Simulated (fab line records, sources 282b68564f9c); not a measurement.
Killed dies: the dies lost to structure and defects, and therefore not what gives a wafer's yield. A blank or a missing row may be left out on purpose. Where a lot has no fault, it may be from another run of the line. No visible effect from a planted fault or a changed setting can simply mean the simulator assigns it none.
A struck lot beside a sound one / flow rit_cmos / 44 out of 202 route steps
Sound: these wafers, L608.3, L608.4, L608.5. Struck: wafers L623.2, L623.4, L623.6. Last of all comes the cause.
Each step with rows lists, per side, the tool, then ch with its chambers, then its first start. Under that, the readings that differ: sound wafers / struck wafers / difference of the means / sigmas: that difference in standard deviations of wafers without a fault.
alike: same words and numbers on both sides, and readings whose means sit less than 2 such deviations apart. not compared: any withheld reading, any reading some wafer has no value for, any bound like >300 that may hide the same value, and any number with overlapping values for which the record gives no deviation.
A row with sigmas, a row that says differs or no value, or rows on one side alone: a step with any of these is where the two part. When numbers do not overlap yet have no deviation, they are printed without sigmas and do not part them. A reading that every wafer of one side lacks parts them only if that side has two wafers or more.

first, 2 steps without rows for these wafers: RIT_NLDD_HARDBAKE_07 (time 60 s); RIT_NLDD_IMPLANT_08.
RIT_NLDD_STRIP_09: strips in O2, time 180 s.
  sound on plasma_asher-03 ch 0,1, day 3 06:55; struck on plasma_asher-01 ch 0, day 6 11:05
  alike: drypump_motor_current_A
  not compared: rf_hours_counter_h
RIT_NLDD_TW_MEAS_10:
  sound: film_metro-01 at day 3 07:03; struck: film_metro-01 at day 6 11:17
  alike: NLDD_TW
then, 6 steps without rows for these wafers: RIT_PLDD_HMDS_00 (prime time 60 s); RIT_PLDD_COAT_01 (resist thk 1000 nm); RIT_PLDD_SOFTBAKE_02 (time 60 s); RIT_PLDD_EXPOSE_03 (exposes mask M8, target cd 40900 nm); RIT_PLDD_PEB_04; RIT_PLDD_DEVELOP_05 (develop time 50 s).
RIT_PLDD_OVL_MEAS_06:
  sound: overlay-01 at day 3 07:57; struck: overlay-02 at day 6 12:11
  alike: PLDD_OVL
then, 1 step without rows for these wafers: RIT_PLDD_HARDBAKE_07 (time 60 s).
RIT_PLDD_IMPLANT_08:
  sound on implanter-04 ch 0, day 3 08:10; struck on implanter-02 ch 0, day 6 12:23
reading=dose_ions_cm2; sound=9e+14 9.014e+14 8.988e+14; struck=8.318e+14 8.326e+14 8.305e+14; difference=-6.843e+13; sigmas=-76
reading=faraday_current_uA; sound=2824 2773 2831; struck=2626 2627 2585; difference=-197; sigmas=-3
RIT_PLDD_STRIP_09: strips in O2, time 180 s.
  sound on plasma_asher-03 ch 0,1, day 3 08:20; struck on plasma_asher-04 ch 1, day 6 12:31
  alike: drypump_motor_current_A
  not compared: rf_hours_counter_h
RIT_PLDD_TW_MEAS_10:
  sound: film_metro-04 at day 3 08:28; struck: film_metro-01 at day 6 12:42
  alike: PLDD_TW
then, 4 steps without rows for these wafers: RIT_SPACER_CLEAN_00 (cleans in SC1, time 600 s); RIT_SPACER_CLEAN_01 (cleans in dHF, time 28.79 s); RIT_SPACER_CLEAN_02 (cleans in SC2, time 600 s); RIT_SPACER_CVD_03 (deposits Si3N4 from SiH2Cl2/NH3, target thk 250 nm, time 3300 s).
RIT_SPACER_THK_MEAS_04:
  sound: film_metro-03 at day 3 10:50; struck: film_metro-02 at day 6 15:41
  alike: SPACER_NITRIDE_THK
RIT_SPACER_ETCHBACK_05: etches Si3N4 in SF6/CHF3, stops on SiO2, target depth 250 nm, time 240 s.
  sound on rie_diel-04 ch 0,3, day 3 10:53; struck on rie_diel-01 ch 0,1,3, day 6 15:44
reading=throttle_valve_pct (%); sound=10.13 10.37 10.11; struck=10.54 10.48 10.39; difference=+0.27; sigmas=+2
  alike: CHF3_flow_sccm, SF6_flow_sccm, drypump_motor_current_A, oes_product_au, rf_fwd_power_W
  not compared: rf_hours_counter_h
then, 6 steps without rows for these wafers: RIT_NSD_HMDS_00 (prime time 60 s); RIT_NSD_COAT_01 (resist thk 1000 nm); RIT_NSD_SOFTBAKE_02 (time 60 s); RIT_NSD_EXPOSE_03 (exposes mask M9, target cd 40700 nm); RIT_NSD_PEB_04; RIT_NSD_DEVELOP_05 (develop time 50 s).
RIT_NSD_OVL_MEAS_06:
  sound: overlay-01 at day 3 11:54; struck: overlay-01 at day 6 16:44
  alike: NSD_OVL
then, 2 steps without rows for these wafers: RIT_NSD_HARDBAKE_07 (time 60 s); RIT_NSD_IMPLANT_08.
RIT_NSD_STRIP_09: strips in O2, time 180 s.
  sound on plasma_asher-03 ch 0,1, day 3 12:17; struck on plasma_asher-04 ch 0,1, day 6 17:07
  alike: drypump_motor_current_A
  not compared: rf_hours_counter_h
RIT_NSD_TW_MEAS_10:
  sound: film_metro-01 at day 3 12:25; struck: film_metro-03 at day 6 17:17
  alike: NSD_TW
then, 6 steps without rows for these wafers: RIT_PSD_HMDS_00 (prime time 60 s); RIT_PSD_COAT_01 (resist thk 1000 nm); RIT_PSD_SOFTBAKE_02 (time 60 s); RIT_PSD_EXPOSE_03 (exposes mask M10, target cd 40900 nm); RIT_PSD_PEB_04; RIT_PSD_DEVELOP_05 (develop time 50 s).
RIT_PSD_OVL_MEAS_06:
  sound: overlay-01 at day 3 13:19; struck: overlay-02 at day 6 18:19
  alike: PSD_OVL
then, 2 steps without rows for these wafers: RIT_PSD_HARDBAKE_07 (time 60 s); RIT_PSD_IMPLANT_08.
RIT_PSD_STRIP_09: strips in O2, time 180 s.
  sound on plasma_asher-02 ch 0,1, day 3 13:42; struck on plasma_asher-02 ch 0,1, day 6 18:39
  alike: drypump_motor_current_A
  not compared: rf_hours_counter_h
RIT_SDANNEAL_RS_MEAS_06: measurement is done with a four-point probe.
  sound: film_metro-03 at day 3 14:37; struck: film_metro-04 at day 6 19:34
reading=PLDD_RS (ohm/sq); sound=179.2 179.7 180.0; struck=186.7 185.9 186.2; difference=+6.6; sigmas=+15
RIT_M1_PROBE_99:
  sound: prober-01 at day 3 22:35; struck: prober-02 at day 7 06:06
  alike: killed_at_contacts, killed_at_front_end, killed_dies, killed_open, killed_short

WHERE THEY PART
First at RIT_PLDD_IMPLANT_08; last, within this record, at RIT_SDANNEAL_RS_MEAS_06. Later steps at which nothing parts them and some readings are alike: RIT_M1_PROBE_99.

WHY: what the simulator had put in
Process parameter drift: implanter-02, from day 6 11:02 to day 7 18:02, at RIT_PLDD_IMPLANT_08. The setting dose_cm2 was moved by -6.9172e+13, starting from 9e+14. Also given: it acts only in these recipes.
